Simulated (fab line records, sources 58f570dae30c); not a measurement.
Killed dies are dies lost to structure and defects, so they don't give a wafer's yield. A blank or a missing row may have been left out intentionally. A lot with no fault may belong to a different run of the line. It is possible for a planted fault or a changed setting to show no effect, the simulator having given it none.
Which tool did it? / flow berkeley-cmos170 / Sampling: 13 lots, 39 wafers, 5 of 331 route steps

## WHAT THE GAUGES READ, wafer by wafer
UCB170_M2_CD_MEAS_90: target cd 700 nm. Usual: 700 nm for cd-nm, sd 3.8.
lot=L553; measured=day 7 09:55; on=cd-sem-02; cd-nm (nm)=704 703 703; flag=
lot=L554; measured=day 7 15:40; on=cd-sem-02; cd-nm (nm)=703 700 702; flag=
lot=L556; measured=day 7 16:23; on=cd-sem-01; cd-nm (nm)=694 699 701; flag=
lot=L557; measured=day 8 15:58; on=cd-sem-01; cd-nm (nm)=702 697 701; flag=
lot=L559; measured=day 8 16:17; on=cd-sem-02; cd-nm (nm)=703 696 702; flag=
lot=L558; measured=day 9 00:50; on=cd-sem-02; cd-nm (nm)=705 702 704; flag=
lot=L561; measured=day 9 04:30; on=cd-sem-02; cd-nm (nm)=690 698 698; flag=
lot=L565; measured=day 9 21:25; on=cd-sem-01; cd-nm (nm)=701 703 701; flag=
lot=L566; measured=day 10 08:19; on=cd-sem-02; cd-nm (nm)=701 700 702; flag=
lot=L568; measured=day 10 16:28; on=cd-sem-02; cd-nm (nm)=700 699 699; flag=
lot=L572; measured=day 11 14:23; on=cd-sem-02; cd-nm (nm)=702 708 702; flag=
lot=L575; measured=day 11 22:56; on=cd-sem-02; cd-nm (nm)=694 706 699; flag=
lot=L574; measured=day 11 23:15; on=cd-sem-01; cd-nm (nm)=704 708 702; flag=

UCB170_V2_THK_MEAS_04. Usual: V2_POLISHED_THK typically reads 999.9 nm, with standard deviation 1.2.
lot=L553; measured=day 7 10:40; on=film-metro-02; V2_POLISHED_THK (nm)=1001.0 1002.2 1002.8; flag=
lot=L554; measured=day 7 16:25; on=film-metro-04; V2_POLISHED_THK (nm)=1000.2 1001.1 1001.1; flag=
lot=L556; measured=day 7 17:08; on=film-metro-04; V2_POLISHED_THK (nm)=1001.3 1000.8 1001.2; flag=
lot=L557; measured=day 8 16:43; on=film-metro-03; V2_POLISHED_THK (nm)=996.8 999.5 999.4; flag=
lot=L559; measured=day 8 17:01; on=film-metro-03; V2_POLISHED_THK (nm)=999.7 999.7 1000.0; flag=
lot=L558; measured=day 9 01:35; on=film-metro-02; V2_POLISHED_THK (nm)=1001.2 999.5 1000.4; flag=
lot=L561; measured=day 9 05:15; on=film-metro-04; V2_POLISHED_THK (nm)=999.1 999.8 998.4; flag=
lot=L565; measured=day 9 22:10; on=film-metro-03; V2_POLISHED_THK (nm)=1000.6 999.9 999.9; flag=
lot=L566; measured=day 10 09:04; on=film-metro-04; V2_POLISHED_THK (nm)=1002.2 999.9 1000.1; flag=
lot=L568; measured=day 10 17:13; on=film-metro-03; V2_POLISHED_THK (nm)=999.6 998.3 999.3; flag=
lot=L572; measured=day 11 15:08; on=film-metro-04; V2_POLISHED_THK (nm)=1002.0 1000.1 1000.2; flag=
lot=L575; measured=day 11 23:41; on=film-metro-04; V2_POLISHED_THK (nm)=999.2 998.2 1000.1; flag=
lot=L574; measured=day 12 00:01; on=film-metro-02; V2_POLISHED_THK (nm)=1000.0 999.9 999.9; flag=

UCB170_M3_OVL_MEAS_16. Usual: M3_OVL typically reads 1 nm, with standard deviation 4.9.
lot=L553; measured=day 7 14:40; on=overlay-02; M3_OVL (nm)=5 -1 7; flag=
lot=L554; measured=day 7 21:50; on=overlay-02; M3_OVL (nm)=-1 -4 -2; flag=
lot=L556; measured=day 7 22:43; on=overlay-02; M3_OVL (nm)=8 9 9; flag=
lot=L557; measured=day 8 21:15; on=overlay-01; M3_OVL (nm)=5 2 -2; flag=
lot=L559; measured=day 8 21:31; on=overlay-01; M3_OVL (nm)=8 2 4; flag=
lot=L558; measured=day 9 06:26; on=overlay-02; M3_OVL (nm)=7 5 -1; flag=
lot=L561; measured=day 9 10:40; on=overlay-01; M3_OVL (nm)=-5 -4 -13; flag=
lot=L565; measured=day 10 02:53; on=overlay-01; M3_OVL (nm)=2 -2 -2; flag=
lot=L566; measured=day 10 12:58; on=overlay-02; M3_OVL (nm)=-1 6 9; flag=
lot=L568; measured=day 10 22:07; on=overlay-01; M3_OVL (nm)=2 5 -1; flag=
lot=L572; measured=day 11 20:49; on=overlay-01; M3_OVL (nm)=0 5 0; flag=
lot=L575; measured=day 12 03:46; on=overlay-01; M3_OVL (nm)=2 8 -3; flag=
lot=L574; measured=day 12 04:05; on=overlay-01; M3_OVL (nm)=6 -1 -3; flag=

## WHAT TOOL EACH LOT RAN ON (gives the tool, then ch and the chambers of the sampled wafers, and finally the start)
lot=L553; UCB170_V2_ETCH_14=rie-diel-04 ch 1,2,3, day 7 12:04; UCB170_V2_STRIP_15=plasma-asher-01 ch 0,1, day 7 12:14
lot=L554; UCB170_V2_ETCH_14=rie-diel-04 ch 1,2,3, day 7 17:56; UCB170_V2_STRIP_15=plasma-asher-04 ch 0,1, day 7 18:07
lot=L556; UCB170_V2_ETCH_14=rie-diel-03 ch 0,1,3, day 7 19:26; UCB170_V2_STRIP_15=plasma-asher-02 ch 0,1, day 7 19:39
lot=L557; UCB170_V2_ETCH_14=rie-diel-03 ch 0,1,2, day 8 18:05; UCB170_V2_STRIP_15=plasma-asher-04 ch 0,1, day 8 18:15
lot=L559; UCB170_V2_ETCH_14=rie-diel-02 ch 1,2, day 8 18:21; UCB170_V2_STRIP_15=plasma-asher-01 ch 0,1, day 8 18:34
lot=L558; UCB170_V2_ETCH_14=rie-diel-02 ch 0,1, day 9 03:19; UCB170_V2_STRIP_15=plasma-asher-01 ch 0,1, day 9 03:30
lot=L561; UCB170_V2_ETCH_14=rie-diel-02 ch 0,1,3, day 9 06:50; UCB170_V2_STRIP_15=plasma-asher-04 ch 0,1, day 9 07:01
lot=L565; UCB170_V2_ETCH_14=rie-diel-03 ch 0,1,3, day 9 23:31; UCB170_V2_STRIP_15=plasma-asher-02 ch 0,1, day 9 23:41
lot=L566; UCB170_V2_ETCH_14=rie-diel-03 ch 2,3, day 10 10:25; UCB170_V2_STRIP_15=plasma-asher-02 ch 0,1, day 10 10:35
lot=L568; UCB170_V2_ETCH_14=rie-diel-04 ch 0,3, day 10 18:58; UCB170_V2_STRIP_15=plasma-asher-01 ch 0,1, day 10 19:09
lot=L572; UCB170_V2_ETCH_14=rie-diel-02 ch 0,1,3, day 11 17:37; UCB170_V2_STRIP_15=plasma-asher-01 ch 0,1, day 11 17:47
lot=L575; UCB170_V2_ETCH_14=rie-diel-04 ch 0,1,3, day 12 01:02; UCB170_V2_STRIP_15=plasma-asher-01 ch 0,1, day 12 01:13
lot=L574; UCB170_V2_ETCH_14=rie-diel-03 ch 1,2, day 12 01:23; UCB170_V2_STRIP_15=plasma-asher-01 ch 0,1, day 12 01:34
- UCB170_V2_ETCH_14: etches SiO2 in CHF3/CF4/Ar, stops on Al, target depth 1250 nm, time 291 s.
- UCB170_V2_STRIP_15: strips in O2.

## WHAT THE TOOLS THEMSELVES READ (means of the sampled wafers that have a number; where no wafer has one, the mark that the record gives instead)
UCB170_V2_ETCH_14. Usual: cf4-flow-sccm 15.00 sccm, standard deviation 0.044; drypump-motor-current-A 5.7 A, standard deviation 0.33; oes-product-au 0.877 a.u., standard deviation 0.01; throttle-valve-pct 6.94 %, standard deviation 0.12.
lot=L553; tool=rie-diel-04; cf4-flow-sccm (sccm)=15.05; drypump-motor-current-A (A)=5.7; oes-product-au (a.u.)=0.875; throttle-valve-pct (%)=6.91; flag=
lot=L554; tool=rie-diel-04; cf4-flow-sccm (sccm)=15.00; drypump-motor-current-A (A)=5.7; oes-product-au (a.u.)=0.872; throttle-valve-pct (%)=6.91; flag=
lot=L556; tool=rie-diel-03; cf4-flow-sccm (sccm)=14.97; drypump-motor-current-A (A)=5.9; oes-product-au (a.u.)=0.881; throttle-valve-pct (%)=6.97; flag=
lot=L557; tool=rie-diel-03; cf4-flow-sccm (sccm)=14.99; drypump-motor-current-A (A)=5.9; oes-product-au (a.u.)=0.873; throttle-valve-pct (%)=6.87; flag=
lot=L559; tool=rie-diel-02; cf4-flow-sccm (sccm)=14.96; drypump-motor-current-A (A)=5.2; oes-product-au (a.u.)=0.886; throttle-valve-pct (%)=7.02; flag=
lot=L558; tool=rie-diel-02; cf4-flow-sccm (sccm)=14.99; drypump-motor-current-A (A)=5.4; oes-product-au (a.u.)=0.870; throttle-valve-pct (%)=6.97; flag=
lot=L561; tool=rie-diel-02; cf4-flow-sccm (sccm)=15.01; drypump-motor-current-A (A)=5.5; oes-product-au (a.u.)=0.869; throttle-valve-pct (%)=6.98; flag=
lot=L565; tool=rie-diel-03; cf4-flow-sccm (sccm)=15.01; drypump-motor-current-A (A)=5.9; oes-product-au (a.u.)=0.880; throttle-valve-pct (%)=6.97; flag=
lot=L566; tool=rie-diel-03; cf4-flow-sccm (sccm)=15.06; drypump-motor-current-A (A)=5.8; oes-product-au (a.u.)=0.874; throttle-valve-pct (%)=6.95; flag=
lot=L568; tool=rie-diel-04; cf4-flow-sccm (sccm)=15.01; drypump-motor-current-A (A)=6.0; oes-product-au (a.u.)=0.878; throttle-valve-pct (%)=6.87; flag=
lot=L572; tool=rie-diel-02; cf4-flow-sccm (sccm)=15.01; drypump-motor-current-A (A)=5.6; oes-product-au (a.u.)=0.872; throttle-valve-pct (%)=6.99; flag=
lot=L575; tool=rie-diel-04; cf4-flow-sccm (sccm)=14.99; drypump-motor-current-A (A)=5.7; oes-product-au (a.u.)=0.877; throttle-valve-pct (%)=6.80; flag=
lot=L574; tool=rie-diel-03; cf4-flow-sccm (sccm)=15.05; drypump-motor-current-A (A)=6.0; oes-product-au (a.u.)=0.857; throttle-valve-pct (%)=6.87; flag=

UCB170_V2_STRIP_15. Usual: drypump-motor-current-A 5.4 A, standard deviation 0.39; oes-product-au 0.722 a.u., standard deviation 0.0045; strip-time-to-endpoint-s 15.33 s, standard deviation 0.12.
lot=L553; tool=plasma-asher-01; drypump-motor-current-A (A)=5.5; oes-product-au (a.u.)=0.715; strip-time-to-endpoint-s (s)=15.26; flag=
lot=L554; tool=plasma-asher-04; drypump-motor-current-A (A)=5.2; oes-product-au (a.u.)=0.722; strip-time-to-endpoint-s (s)=15.37; flag=
lot=L556; tool=plasma-asher-02; drypump-motor-current-A (A)=5.4; oes-product-au (a.u.)=0.719; strip-time-to-endpoint-s (s)=15.35; flag=
lot=L557; tool=plasma-asher-04; drypump-motor-current-A (A)=5.0; oes-product-au (a.u.)=0.722; strip-time-to-endpoint-s (s)=15.23; flag=
lot=L559; tool=plasma-asher-01; drypump-motor-current-A (A)=5.5; oes-product-au (a.u.)=0.723; strip-time-to-endpoint-s (s)=15.29; flag=
lot=L558; tool=plasma-asher-01; drypump-motor-current-A (A)=5.5; oes-product-au (a.u.)=0.722; strip-time-to-endpoint-s (s)=15.30; flag=
lot=L561; tool=plasma-asher-04; drypump-motor-current-A (A)=5.2; oes-product-au (a.u.)=0.723; strip-time-to-endpoint-s (s)=15.23; flag=
lot=L565; tool=plasma-asher-02; drypump-motor-current-A (A)=5.4; oes-product-au (a.u.)=0.718; strip-time-to-endpoint-s (s)=15.35; flag=
lot=L566; tool=plasma-asher-02; drypump-motor-current-A (A)=5.4; oes-product-au (a.u.)=0.720; strip-time-to-endpoint-s (s)=15.47; flag=
lot=L568; tool=plasma-asher-01; drypump-motor-current-A (A)=5.7; oes-product-au (a.u.)=0.722; strip-time-to-endpoint-s (s)=15.26; flag=
lot=L572; tool=plasma-asher-01; drypump-motor-current-A (A)=5.7; oes-product-au (a.u.)=0.725; strip-time-to-endpoint-s (s)=15.29; flag=
lot=L575; tool=plasma-asher-01; drypump-motor-current-A (A)=5.5; oes-product-au (a.u.)=0.722; strip-time-to-endpoint-s (s)=15.51; flag=
lot=L574; tool=plasma-asher-01; drypump-motor-current-A (A)=5.5; oes-product-au (a.u.)=0.717; strip-time-to-endpoint-s (s)=15.13; flag=

## THE ANSWER, worked out from the rows above alone
Rule: lot off if the mean of its wafers having a number is beyond 3 standard deviations from the usual mean. Also off: a lot with no number at a reading for which 4 or more lots have one. The other lots that the step has rows for count as sound. The gauges are gone through in route order, then the tools' own readings, and for those a lot's mean is taken as printed above. The first step at which some lot is off is used, and at that step the reading that is off furthest; a lot without a number counts as furthest.
No lot is off at any reading shown: from this, nothing can be told.

## WHAT THE SIMULATOR PUT IN
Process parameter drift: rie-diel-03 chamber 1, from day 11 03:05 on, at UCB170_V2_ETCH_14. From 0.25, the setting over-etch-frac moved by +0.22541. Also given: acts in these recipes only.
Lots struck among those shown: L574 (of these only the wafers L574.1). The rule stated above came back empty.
